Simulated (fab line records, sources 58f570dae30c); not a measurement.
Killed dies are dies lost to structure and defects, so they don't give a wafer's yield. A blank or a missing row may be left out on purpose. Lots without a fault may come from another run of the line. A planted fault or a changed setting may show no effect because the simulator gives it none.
Split-lot experiment | flow berkeley_cmos170 | 5 lots, 23 wafers read, on a route of 331 steps

THE SPLIT
At UCB170_SPACER_ETCHBACK_03 (etches SiO2 in CHF3/CF4/Ar, stops on Si, target depth 376 nm, time 100 s), the setting time_s was moved away from the recipe's 100 s on 6 of the 23 wafers read, by +15.8% to +18.2%. The other wafers ran this setting at the recipe's value.

FROM THE SPLIT TO THE READING: what the file shows between them, 7 steps
- UCB170_M1_SPUTTER_00: material Al, target thk 600 nm, time 80 s (also split here: time_s)
- UCB170_M1_RS_MEAS_01: measures by four-point-probe
- UCB170_M1_THK_MEAS_02: measures by xrf
- UCB170_M1_COAT_03
- UCB170_M1_COAT_04: resist thk 900 nm
- UCB170_M1_ETCH_11: etches BARC in N2/H2
- UCB170_M1_METAL_ETCH_12: etches Al in Cl2/BCl3, stops on PSG, target depth 780 nm, time 130 s

THE READING
etest.nmos_0p35.r_on_ohm_um (the simulator's own value, which no gauge read), at UCB170_M3_PROBE_99. The file gives no usual value for it. The 17 wafers here that ran the recipe average 1442, standard deviation 20.

wafer  | tool, chamber at the split | time_s as run, s | against the recipe | etest.nmos_0p35.r_on_ohm_um | against lot-mates on the recipe
L074.1 | rie_diel-02, 2,1,0,3,3,0   | 100              | recipe             | 1422                        | -
L074.2 | rie_diel-02, 2,1,0,3,3,0   | 100              | recipe             | 1408                        | -
L074.3 | rie_diel-02, 2,1,0,3,3,0   | 100              | recipe             | 1406                        | -
L074.4 | rie_diel-02, 2,1,0,3,3,0   | 100              | recipe             | 1440                        | -
L074.5 | rie_diel-02, 2,1,0,3,3,0   | 100              | recipe             | 1445                        | -
L074.6 | rie_diel-02, 2,1,0,3,3,0   | 100              | recipe             | 1426                        | -
L077.4 | rie_diel-02, 3,0,1,0,1,3   | 100              | recipe             | 1445                        | -
L077.6 | rie_diel-02, 3,0,1,0,1,3   | 100              | recipe             | 1450                        | -
L076.1 | rie_diel-04, 2,0,1         | 100              | recipe             | 1429                        | -
L076.2 | rie_diel-04, 2,0,1         | 100              | recipe             | 1438                        | -
L076.3 | rie_diel-04, 1,3,0         | 118.2            | +18.2%             | 1223                        | -220
L076.4 | rie_diel-04, 1,3,0         | 118.2            | +18.2%             | 1079                        | -364
L076.5 | rie_diel-04, 1,3,0         | 118.2            | +18.2%             | 1060                        | -383
L076.6 | rie_diel-04, 2,0,1         | 100              | recipe             | 1462                        | -
L078.2 | rie_diel-01, 3,1,3         | 100              | recipe             | 1456                        | -
L078.3 | rie_diel-01, 3,1,3         | 100              | recipe             | 1474                        | -
L078.5 | rie_diel-01, 3,1,3         | 100              | recipe             | 1486                        | -
L080.1 | rie_diel-04, 3,2,0         | 100              | recipe             | 1439                        | -
L080.2 | rie_diel-04, 1,1,0         | 115.8            | +15.8%             | 1318                        | -127
L080.3 | rie_diel-04, 3,2,0         | 100              | recipe             | 1450                        | -
L080.4 | rie_diel-04, 3,2,0         | 100              | recipe             | 1446                        | -
L080.5 | rie_diel-04, 1,1,0         | 115.8            | +15.8%             | 1354                        | -91
L080.6 | rie_diel-04, 1,1,0         | 115.8            | +15.8%             | 1208                        | -237
Where a row lists several chambers, the file gives one row for several wafers and doesn't say which wafer went through which chamber.

THE FIT
A straight line over all 23 wafers: etest.nmos_0p35.r_on_ohm_um changes by -14.2 for each +1% of time_s; r = -0.90; the points scatter about the line by 55.
The same after taking each lot's own level away (the mean of its wafers on the recipe; 23 wafers): -14.3 for each +1%; r = -0.91; scatter 53.
On that fit, the largest move of time_s shifts the reading by 2.6e+02.
The lots' own levels span 1424.5 to 1472.0, that is 2.3 times the standard deviation above.
So the lot-to-lot level changes the slope little: the two slopes agree.
Check: with one of the wafers moved furthest among these (+18.2%) left out of the fit, the line predicts -268 for it against its lot-mates. It came out at -220 against them.

OTHER SPLITS ON THESE WAFERS
These wafers also went through other splits before the reading. Each is held against what the fit with the lots' levels taken away leaves over:
other split on the same wafers          | wafers away from the commonest value | r with etest.nmos_0p35.r_on_ohm_um (lot level and that fit taken away)
UCB170_NWELL_ETCH_13 time_s             | 10                                   | -0.13
UCB170_WELLDRIVE_OXIDATION_01 ox_time_s | 6                                    | -0.02
UCB170_SCREENOX_OXIDATION_01 ox_time_s  | 14                                   | +0.19
UCB170_GATE_ETCH_15 time_s              | 7                                    | +0.35
UCB170_M1_SPUTTER_00 time_s             | 6                                    | +0.12

THE WHOLE CHAIN: every reading that the file lists as answering this split, in the file's order
step               | what it does | reading                                                                      | change (the file's fit)           | r (the file's)
UCB170_M3_PROBE_99 |              | etest.pmos_0p6.r_on_ohm_um (the simulator's own value, which no gauge read)  | -124 for each +1% of the setting  | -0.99
UCB170_M3_PROBE_99 |              | etest.pldd.line_ohm_um (the simulator's own value, which no gauge read)      | -85.6 for each +1% of the setting | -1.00
UCB170_M3_PROBE_99 |              | etest.pldd.rs_ohm_sq (the simulator's own value, which no gauge read)        | -52.9 for each +1% of the setting | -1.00
UCB170_M3_PROBE_99 |              | etest.nmos_0p6.r_on_ohm_um (the simulator's own value, which no gauge read)  | -14.3 for each +1% of the setting | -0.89
UCB170_M3_PROBE_99 |              | etest.nmos_0p35.r_on_ohm_um (the simulator's own value, which no gauge read) | -14.2 for each +1% of the setting | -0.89

THE FILE'S OWN FIT
etest.nmos_0p35.r_on_ohm_um changes by -14.2 for each +1% of time_s, r = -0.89.
